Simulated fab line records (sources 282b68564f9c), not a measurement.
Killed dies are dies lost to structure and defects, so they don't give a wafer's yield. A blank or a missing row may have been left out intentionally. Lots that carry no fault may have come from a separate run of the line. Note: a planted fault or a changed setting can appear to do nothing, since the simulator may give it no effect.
fab line records ; flow rit-cmos
record lots=14; wafers=42; last-day=7
route steps=202 shown CONTACT@168 M1@202
lots that met no fault: from a run of the same line without faults
start-h: hours from the record's first day to the start of the lot's first wafer shown ; wait-h: time in hours since the lot's previous step ; " same as the row above ; L1.1+2: several wafers, shown together as one row ; - no value present, or no start provided ; * or withheld: withheld ; < > ~ a bound
route shown NAME@n: names a module that has steps shown in the file, with the first one's number in the route ; usual: mean/standard deviation of fault-free wafers ; same: alike in all rows ; chamber/n: place in a boat ; sites: per-site readings ; _std_site: their standard deviation ; _edge_site: mean of outer sites minus mean of inner sites ; radius-mm: for every site, how far away it sits from the centre of the wafer ; mask NAME#n: copy n ; behind: the tool/chamber that last shaped the wafer ; hold: what put the lot on hold/how long, in hours/how the hold closed ; device: whichever transistor did not switch (one of n, p or np) ; end of line: at the end of the route, the tests of the same wafers ; a step without rows: its recipe alone ; killed: the dies lost at the first sort to structure and to defects; this is not the yield of the wafer ; map: dies across one wafer; x = killed, . = not, _ = none there
set.NAME: the setting the step ran with; set.NAME@STEP: the setting that earlier step ran with ; model.NAME: the simulator's own value behind a step, which no gauge read
steps of the route over a sample of lots; a table a step, a row a wafer
services: from which hour (start-h, from the record's first day; less than 0 if before it) a tool's chamber was out of use, for how many hours, and why
## steps
# step RIT_CONTACT_CVD_00
# recipe material=SiO2; target-thk-nm=400; precursor=TEOS; temp-c=390; time-s=61; rf-w=400
# usual heater-power-w=307/51; rf-fwd-power-W=396.4/1.4; time-s=61/0
lot.wafer;tool;chamber;start-h;wait-h;heater-power-w;rf-fwd-power-W;time-s
L920.1;pecvd-02;0;51.84;0.1;421;394.9;61
L920.2;pecvd-02;2;51.84;0.1;343;395.8;61
L920.5;pecvd-02;0;51.84;0.1;433;395.1;61
L921.3;pecvd-03;2;55.48;0.0;269;395.3;61
L921.5;pecvd-03;2;55.48;0.0;285;396.5;61
L921.6;pecvd-03;0;55.48;0.0;279;395.3;61
L922.1;pecvd-01;2;61.06;0.1;358;395.2;61
L922.4;pecvd-01;0;61.06;0.1;287;397.7;61
L922.6;pecvd-01;1;61.06;0.1;244;397.5;61
L923.1;pecvd-02;2;66.06;0.1;289;395.5;61
L923.4;pecvd-02;1;66.06;0.1;343;397.1;61
L923.5;pecvd-02;2;66.06;0.1;309;395.1;61
L926.2;pecvd-02;2;81.44;0.0;348;394.8;61
L926.3;pecvd-02;1;81.44;0.0;290;396.4;61
L926.6;pecvd-02;1;81.44;0.0;312;396.8;61
L927.1;pecvd-03;2;86.22;0.1;305;393.2;61
L927.2;pecvd-03;0;86.22;0.1;258;399.2;61
L927.6;pecvd-03;2;86.22;0.1;317;395.3;61
L929.2;pecvd-02;1;96.75;0.0;355;396.8;61
L929.4;pecvd-02;1;96.75;0.0;374;395.4;61
L929.5;pecvd-02;2;96.75;0.0;331;395.5;61
L931.2;pecvd-01;0;106.72;0.0;-;-;-
L931.4;pecvd-01;1;106.72;0.0;-;-;-
L931.6;pecvd-01;0;106.72;0.0;-;-;-
L932.1;pecvd-02;1;110.49;0.1;-;-;-
L932.4;pecvd-02;0;110.49;0.1;-;-;-
L932.5;pecvd-02;1;110.49;0.1;-;-;-
L939.4;pecvd-03;1;144.96;0.0;294;397.4;61
L939.5;pecvd-03;0;144.96;0.0;245;396.8;61
L939.6;pecvd-03;2;144.96;0.0;273;397.4;61
L940.3;pecvd-01;0;151.31;0.0;283;397.0;61
L940.4;pecvd-01;1;151.31;0.0;269;399.2;61
L940.5;pecvd-01;0;151.31;0.0;297;396.6;61
L941.1;pecvd-02;2;154.95;0.1;340;395.0;61
L941.2;pecvd-02;0;154.95;0.1;353;394.8;61
L941.5;pecvd-02;1;154.95;0.1;390;394.8;61
L942.1;pecvd-03;0;162.13;0.1;278;395.2;61
L942.3;pecvd-03;2;162.13;0.1;269;396.0;61
L942.5;pecvd-03;2;162.13;0.1;278;394.9;61
L943.3;pecvd-01;2;166.51;0.0;356;395.7;61
L943.4;pecvd-01;0;166.51;0.0;321;396.4;61
L943.5;pecvd-01;2;166.51;0.0;366;393.7;61
# step RIT_CONTACT_THK_MEAS_01
# recipe reads=SiO2_of_CONTACT_CVD_00
# usual CONTACT_TEOS_THK=400/5.3
lot.wafer;tool;chamber;start-h;wait-h;CONTACT_TEOS_THK[nm]
L920.1;film-metro-03;-;51.89;0.0;396
L920.2;film-metro-03;-;51.89;0.0;399
L920.5;film-metro-03;-;51.89;0.0;409
L921.3;film-metro-04;-;55.55;0.0;401
L921.5;film-metro-04;-;55.55;0.0;397
L921.6;film-metro-04;-;55.55;0.0;400
L922.1;film-metro-04;-;61.11;0.0;401
L922.4;film-metro-04;-;61.11;0.0;409
L922.6;film-metro-04;-;61.11;0.0;404
L923.1;film-metro-04;-;66.11;0.0;395
L923.4;film-metro-04;-;66.11;0.0;402
L923.5;film-metro-04;-;66.11;0.0;402
L926.2;film-metro-03;-;81.51;0.0;409
L926.3;film-metro-03;-;81.51;0.0;404
L926.6;film-metro-03;-;81.51;0.0;416
L927.1;film-metro-03;-;86.27;0.0;397
L927.2;film-metro-03;-;86.27;0.0;390
L927.6;film-metro-03;-;86.27;0.0;401
L929.2;film-metro-02;-;96.81;0.0;401
L929.4;film-metro-02;-;96.81;0.0;406
L929.5;film-metro-02;-;96.81;0.0;409
L931.2;film-metro-04;-;106.78;0.0;0
L931.4;film-metro-04;-;106.78;0.0;0
L931.6;film-metro-04;-;106.78;0.0;0
L932.1;film-metro-02;-;110.54;0.0;0
L932.4;film-metro-02;-;110.54;0.0;0
L932.5;film-metro-02;-;110.54;0.0;0
L939.4;film-metro-02;-;145.02;0.0;397
L939.5;film-metro-02;-;145.02;0.0;400
L939.6;film-metro-02;-;145.02;0.0;396
L940.3;film-metro-03;-;151.38;0.0;401
L940.4;film-metro-03;-;151.38;0.0;401
L940.5;film-metro-03;-;151.38;0.0;410
L941.1;film-metro-04;-;155.00;0.0;399
L941.2;film-metro-04;-;155.00;0.0;394
L941.5;film-metro-04;-;155.00;0.0;406
L942.1;film-metro-02;-;162.18;0.0;393
L942.3;film-metro-02;-;162.18;0.0;388
L942.5;film-metro-02;-;162.18;0.0;400
L943.3;film-metro-03;-;166.58;0.0;398
L943.4;film-metro-03;-;166.58;0.0;407
L943.5;film-metro-03;-;166.58;0.0;400
# step RIT_CONTACT_CD_MEAS_90
# recipe target-cd-nm=1000
# usual cd-nm=1000.0/2.4
lot.wafer;tool;chamber;start-h;wait-h;cd-nm
L920.1;cd-sem-01;-;53.59;0.1;999.6
L920.2;cd-sem-01;-;53.59;0.1;998.4
L920.5;cd-sem-01;-;53.59;0.1;998.4
L921.3;cd-sem-01;-;57.37;0.1;1002.8
L921.5;cd-sem-01;-;57.37;0.1;1000.1
L921.6;cd-sem-01;-;57.37;0.1;1000.5
L922.1;cd-sem-01;-;62.97;0.1;999.9
L922.4;cd-sem-01;-;62.97;0.1;1002.7
L922.6;cd-sem-01;-;62.97;0.1;1001.1
L923.1;cd-sem-01;-;67.94;0.1;996.1
L923.4;cd-sem-01;-;67.94;0.1;994.9
L923.5;cd-sem-01;-;67.94;0.1;996.1
L926.2;cd-sem-01;-;83.22;0.1;998.7
L926.3;cd-sem-01;-;83.22;0.1;999.1
L926.6;cd-sem-01;-;83.22;0.1;999.1
L927.1;cd-sem-01;-;87.97;0.1;999.4
L927.2;cd-sem-01;-;87.97;0.1;998.4
L927.6;cd-sem-01;-;87.97;0.1;998.3
L929.2;cd-sem-01;-;98.73;0.1;998.5
L929.4;cd-sem-01;-;98.73;0.1;998.9
L929.5;cd-sem-01;-;98.73;0.1;998.1
L931.2;cd-sem-01;-;108.62;0.1;-
L931.4;cd-sem-01;-;108.62;0.1;-
L931.6;cd-sem-01;-;108.62;0.1;-
L932.1;cd-sem-01;-;112.47;0.1;-
L932.4;cd-sem-01;-;112.47;0.1;-
L932.5;cd-sem-01;-;112.47;0.1;-
L939.4;cd-sem-01;-;146.97;0.1;998.2
L939.5;cd-sem-01;-;146.97;0.1;998.5
L939.6;cd-sem-01;-;146.97;0.1;1002.8
L940.3;cd-sem-01;-;153.36;0.1;995.5
L940.4;cd-sem-01;-;153.36;0.1;993.9
L940.5;cd-sem-01;-;153.36;0.1;997.9
L941.1;cd-sem-01;-;156.70;0.1;1001.3
L941.2;cd-sem-01;-;156.70;0.1;1002.2
L941.5;cd-sem-01;-;156.70;0.1;1000.8
L942.1;cd-sem-01;-;163.89;0.1;998.5
L942.3;cd-sem-01;-;163.89;0.1;999.0
L942.5;cd-sem-01;-;163.89;0.1;997.7
L943.3;cd-sem-01;-;168.43;0.1;1005.5
L943.4;cd-sem-01;-;168.43;0.1;1003.2
L943.5;cd-sem-01;-;168.43;0.1;1004.1
# step RIT_M1_PROBE_99
# usual killed_at_M0_to_M3=0.0/0.12; killed-at-contacts=0.1/0.27; killed-at-front-end=7/3.1; killed-dies=7/3.1; killed-on-rim=1.9/1.5; killed-open=3.6/2.3; killed-short=3.2/2
# same gross-dies=264; killed_at_M4_up=0; killed-at-back-side=0; killed-at-other=0
lot.wafer;tool;chamber;start-h;wait-h;killed_at_M0_to_M3;killed-at-contacts;killed-at-front-end;killed-dies;killed-on-rim;killed-open;killed-short
L921.3;prober-01;-;62.45;0.2;0;1;17;18;5;7;11
L921.5;prober-01;-;62.55;0.2;0;0;6;6;1;3;3
L921.6;prober-01;-;62.60;0.2;0;0;3;3;1;0;3
L931.2;prober-02;-;113.46;0.1;3;260;1;264;70;1;0
L931.4;prober-02;-;113.56;0.2;1;262;1;264;70;0;1
L931.6;prober-02;-;113.66;0.2;0;263;1;264;70;1;0
L932.1;prober-01;-;117.00;0.1;0;263;1;264;70;1;0
L932.4;prober-01;-;117.15;0.2;0;263;1;264;70;1;0
L932.5;prober-01;-;117.20;0.2;0;262;2;264;70;1;1
L939.4;prober-02;-;151.56;0.2;0;0;8;8;1;5;2
L939.5;prober-02;-;151.61;0.2;0;0;10;10;3;7;3
L939.6;prober-02;-;151.66;0.2;0;0;6;6;3;2;4
L941.1;prober-02;-;161.36;0.1;0;0;1;1;1;0;1
L941.2;prober-02;-;161.41;0.1;0;0;5;5;1;3;2
L941.5;prober-02;-;161.56;0.2;0;0;4;4;2;3;1
L942.1;prober-01;-;168.49;0.1;0;0;2;2;0;1;1
L942.3;prober-01;-;168.59;0.2;0;0;13;13;4;9;4
L942.5;prober-01;-;168.69;0.2;0;0;9;9;2;6;3
L943.3;prober-02;-;173.11;0.2;0;0;10;10;3;6;4
L943.4;prober-02;-;173.16;0.2;0;0;7;7;3;5;2
L943.5;prober-02;-;173.21;0.2;0;0;1;1;0;1;0
# killed by level:class
L921.3 FOX1:geometric-particle:short=4 GATE:geometric-particle:open=3 GATE:geometric-particle:short=3 FOX2:geometric-particle:open=2 FOX1:geometric-particle:open=1 FOX2:geometric-particle:short=1 REOX:geometric-particle:short=1 SPACER:geometric-particle:open=1
L921.5 GATE:geometric-particle:short=2 FOX1:geometric-particle:open=1 FOX2:geometric-particle:short=1 REOX:geometric-particle:open=1 SPACER:geometric-particle:open=1
L921.6 FOX1:geometric-particle:short=2 FOX2:geometric-particle:short=1
L931.2 CONTACT:lost-pattern=259 M1:area-expose=3 SPACER:geometric-particle:open=1 CONTACT:area-cvd=1
L931.4 CONTACT:lost-pattern=261 REOX:geometric-particle:short=1 CONTACT:area-etch=1 M1:area-expose=1
L931.6 CONTACT:lost-pattern=263 SILICIDE:geometric-particle:open=1
L932.1 CONTACT:lost-pattern=263 GATE:geometric-particle:open=1
L932.4 CONTACT:lost-pattern=263 SPACER:geometric-particle:open=1
L932.5 CONTACT:lost-pattern=260 CONTACT:area-cvd=2 GATE:geometric-particle:open=1 GATE:geometric-particle:short=1
L939.4 FOX1:geometric-particle:short=2 GATE:geometric-particle:open=2 FOX1:geometric-particle:open=1 FOX2:geometric-particle:open=1 SPACER:geometric-particle:open=1 PRETRO:coat-microbubble-printed=1
L939.5 GATE:geometric-particle:open=2 REOX:geometric-particle:open=2 FOX1:geometric-particle:short=1 FOX1:geometric-particle:open=1 FOX2:geometric-particle:short=1 FOX2:geometric-particle:open=1 GATE:geometric-particle:short=1 SPACER:geometric-particle:open=1
L939.6 SILICIDE:geometric-particle:short=2 FOX1:geometric-particle:short=1 FOX2:geometric-particle:open=1 REOX:geometric-particle:open=1 REOX:geometric-particle:short=1
L941.1 SILICIDE:geometric-particle:short=1
L941.2 GATE:geometric-particle:open=2 GATE:geometric-particle:short=2 FOX1:geometric-particle:open=1
L941.5 FOX1:geometric-particle:open=2 FOX1:geometric-particle:short=1 SILICIDE:geometric-particle:open=1
L942.1 SILICIDE:geometric-particle:open=1 SILICIDE:geometric-particle:short=1
L942.3 FOX1:geometric-particle:open=4 GATE:geometric-particle:open=2 GATE:geometric-particle:short=2 FOX1:geometric-particle:short=1 FOX2:geometric-particle:open=1 REOX:geometric-particle:open=1 REOX:geometric-particle:short=1 SILICIDE:geometric-particle:open=1
L942.5 GATE:geometric-particle:open=4 REOX:geometric-particle:short=2 FOX1:geometric-particle:open=1 FOX2:geometric-particle:short=1 SILICIDE:geometric-particle:open=1
L943.3 SPACER:geometric-particle:open=3 FOX1:geometric-particle:short=2 REOX:geometric-particle:open=2 FOX1:geometric-particle:open=1 GATE:geometric-particle:short=1 REOX:geometric-particle:short=1
L943.4 SPACER:geometric-particle:open=2 FOX1:geometric-particle:short=1 FOX1:geometric-particle:open=1 GATE:geometric-particle:short=1 REOX:geometric-particle:open=1 SILICIDE:geometric-particle:open=1
L943.5 GATE:geometric-particle:open=1
## services
tool;chamber;start-h;hours;kind
pecvd-01;-;36.42;5.5;pm
pecvd-02;-;39.48;0.8;pm
pecvd-03;0;93.98;11.0;repair
pecvd-03;2;95.50;6.8;repair
pecvd-03;1;130.95;7.5;repair
pecvd-02;-;133.67;1.3;repair
## key
first-sign step=RIT_CONTACT_CVD_00; reading=tool-record; direction=missing
effect step=RIT_CONTACT_THK_MEAS_01; reading=CONTACT_TEOS_THK; direction=down; sigmas=75; usual=400; struck=0
effect step=RIT_CONTACT_CD_MEAS_90; reading=cd-nm; direction=missing
effect step=RIT_M1_PROBE_99; reading=killed-at-contacts; direction=up; sigmas=99+; usual=0.1; struck=262.2
met-at RIT_CONTACT_CVD_00
struck-lots L931,L932
later-rows-left-out L931.2,L931.4,L931.6,L932.1,L932.4,L932.5
tester-left-out L931,L932
onset-between 96.75 106.72
fault kind=skipped-step-whole; tool=pecvd-01,pecvd-02; chamber=-; onset-h=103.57; steps=RIT_CONTACT_CVD_00; scope=struck-lots-only
# tester-left-out: of these lots the tester's yield and bins aren't shown, on N5 and GAA mostly nor the transistor test; their killed dies are dies lost to structure and defects alone, not to doping, threshold or leakage, so they don't give the yield
# later-rows-left-out: the simulator's readings of these wafers behind a module that went badly wrong aren't trusted and aren't shown, but for the sort
